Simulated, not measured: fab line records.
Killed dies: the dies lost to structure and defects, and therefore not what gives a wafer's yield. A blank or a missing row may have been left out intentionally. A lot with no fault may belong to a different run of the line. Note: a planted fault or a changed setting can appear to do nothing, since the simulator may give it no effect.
Which tool was responsible? :: flow berkeley cmos170 :: 21 wafers from 7 lots sampled at 2 of the route's 331 steps

## WHAT EACH GAUGE READ, for each wafer
UCB170_PWELL_THK_MEAS_06.
lot: L184
measured: day 4 01:59
on: film metro-04
PWELL_NITRIDE_THK (nm): 222.2 220.1 221.2

lot: L186
measured: day 4 06:17
on: film metro-03
PWELL_NITRIDE_THK (nm): 219.6 219.9 220.0

lot: L194
measured: day 5 11:42
on: film metro-04
PWELL_NITRIDE_THK (nm): 257.7 258.6 259.5

lot: L199
measured: day 6 20:39
on: film metro-04
PWELL_NITRIDE_THK (nm): 221.0 221.2 220.4

lot: L201
measured: day 7 06:25
on: film metro-02
PWELL_NITRIDE_THK (nm): 222.4 221.6 224.0

lot: L203
measured: day 8 01:21
on: film metro-04
PWELL_NITRIDE_THK (nm): 220.3 221.8 219.3

lot: L205
measured: day 8 10:43
on: film metro-04
PWELL_NITRIDE_THK (nm): 220.7 220.6 221.0

## EACH LOT AND THE TOOL THAT RAN IT (in order: tool; ch and the chambers of the sampled wafers; start)
lot: L184
UCB170_PWELL_CVD_05: lpcvd-02 ch 1, day 3 23:07

lot: L186
UCB170_PWELL_CVD_05: lpcvd-01 ch 0, day 4 04:23

lot: L194
UCB170_PWELL_CVD_05: lpcvd-01 ch 0, day 5 09:44

lot: L199
UCB170_PWELL_CVD_05: lpcvd-02 ch 0, day 6 18:43

lot: L201
UCB170_PWELL_CVD_05: lpcvd-02 ch 0, day 7 04:28

lot: L203
UCB170_PWELL_CVD_05: lpcvd-02 ch 1, day 7 23:25

lot: L205
UCB170_PWELL_CVD_05: lpcvd-01 ch 1, day 8 08:47
- UCB170_PWELL_CVD_05: deposits Si3N4 from SiH2Cl2/NH3, target thk 220 nm, time 3300 s.

## THE ANSWER, worked out from the rows above alone
Rule: the usual values come from the lots themselves. Put in order of their means at a reading, lots are off if they are a third of the lots or fewer, leave a main group of 4 or more, and stand apart from it by a gap of 3 or more times the standard deviation of the main group's means; of several such gaps the widest counts. Not used: any main group whose means are identical at the precision the tables above print for the reading. Also off: a lot with no number at a reading for which 4 or more lots have one. Any other lot the step has rows for is counted as sound.
Off: L194, seen at UCB170_PWELL_THK_MEAS_06 (PWELL_NITRIDE_THK). The main group has a mean of 221.0 nm with a standard deviation of 0.87.
A tool fits if, at a process step before that reading, it ran every lot that is off, and no sound lot after the first of them. Those tools and the gauges at UCB170_PWELL_THK_MEAS_06 are tried in the same way. Not one of the candidates tried fits.

## WHAT THE SIMULATOR HAD PUT IN
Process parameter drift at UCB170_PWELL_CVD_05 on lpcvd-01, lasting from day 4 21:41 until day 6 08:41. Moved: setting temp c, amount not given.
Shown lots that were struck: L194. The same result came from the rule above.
